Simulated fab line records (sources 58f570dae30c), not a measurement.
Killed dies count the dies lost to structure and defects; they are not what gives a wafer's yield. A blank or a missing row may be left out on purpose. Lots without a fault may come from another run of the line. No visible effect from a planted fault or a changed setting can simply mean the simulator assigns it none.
Comparing a struck lot with a sound one | flow berkeley cmos170 | 15 out of 331 route steps
Sound: the wafers L683.1, L683.3, L683.5. Wafers struck: L693.2, L693.3, L693.6. The cause is named last.
For every step that has rows: the tool of each side, followed by ch and its chambers, followed by its first start. Under that, the readings that differ: sound wafers | struck wafers | difference of the means | sigmas: that difference in standard deviations of wafers without a fault.
alike: readings with means less than 2 such deviations apart, plus words and numbers identical on both sides. not compared: withheld readings, readings lacking a value on some wafer, bounds such as >300 that could conceal the same value, and numbers that have no deviation in the record and whose values overlap.
The two part at a step that has a row with sigmas, a row that says differs or no value, or rows on one side only. Non-overlapping numbers with no deviation appear without sigmas and do not part them. Lack of a reading on every wafer of one side parts them only where that side has two or more wafers.

UCB170_V2_CMP_02: polishes SiO2.
  sound on cmp-02 ch 2,3, day 9 20:07; struck on cmp-01 ch 0,1,2, day 12 08:59
  alike: edge zone pressure frac, motor current A
UCB170_V2_BOW_MEAS_03:
  sound on film metro-04, day 9 20:22; struck on film metro-01, day 12 09:15
  alike: V2_BOW
UCB170_V2_THK_MEAS_04:
  sound on film metro-04, day 9 20:29; struck on film metro-01, day 12 09:22
  alike: V2_POLISHED_THK
then, 7 steps without rows for these wafers: UCB170_V2_CLEAN_05 (cleans in DIW); UCB170_V2_HMDS_06 (prime time 60 s); UCB170_V2_COAT_07 (resist thk 900 nm); UCB170_V2_SOFTBAKE_08 (time 60 s); UCB170_V2_EXPOSE_09 (exposes mask VIA2, target cd 700 nm); UCB170_V2_PEB_10; UCB170_V2_DEVELOP_11 (develop time 45 s).
UCB170_V2_CD_MEAS_12 targets a cd of 700 nm.
  sound on cd sem-01, day 9 22:22; struck on cd sem-01, day 12 10:41
  alike: cd nm
UCB170_V2_OVL_MEAS_13:
  sound on overlay-01, day 9 22:29; struck on overlay-01, day 12 10:47
  alike: V2_OVL
UCB170_V2_ETCH_14: etches SiO2 in CHF3/CF4/Ar, stops on Al, target depth 1250 nm, time 291 s.
  sound on rie diel-04 ch 0,3, day 9 22:32; struck on rie diel-03 ch 2,3, day 12 10:49
  reading                             | sound             | struck                  | difference | sigmas
  oes product au (a.u.)               | 0.875 0.870 0.879 | 0.955 0.970 0.978       | +0.093     | +8
  over etch frac                      | 0.25 0.25 0.25    | 0.02902 0.02902 0.02902 | -0.22098   |
  model.KrF_of_V2_COAT_07.thk nm (nm) | 607.3 612.8 610.1 | 651.6 646.8 649.8       | +39.3      |
  alike: drypump motor current A, throttle valve pct
  not compared: rf hours counter h
UCB170_V2_STRIP_15: strips in O2.
  sound on plasma asher-03 ch 1, day 9 22:43; struck on plasma asher-03 ch 0,1, day 12 10:59
  reading                      | sound             | struck            | difference | sigmas
  strip time to endpoint s (s) | 15.25 15.40 15.33 | 16.22 16.13 16.19 | +0.85      | +7
  alike: drypump motor current A, oes product au
  not compared: rf hours counter h
UCB170_V2_CD_MEAS_90 targets a cd of 700 nm.
  sound on cd sem-02, day 9 22:49; struck on cd sem-02, day 12 11:07
  alike: cd nm

## WHERE THEY PART
At UCB170_V2_ETCH_14 first; at UCB170_V2_STRIP_15 last (within this record only). Later steps at which nothing parts them and some readings are alike: UCB170_V2_CD_MEAS_90.

WHY: the cause the simulator had injected
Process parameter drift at UCB170_V2_ETCH_14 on rie diel-03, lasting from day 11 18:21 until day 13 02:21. Setting over etch frac, moved by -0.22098, from 0.25. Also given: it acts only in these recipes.
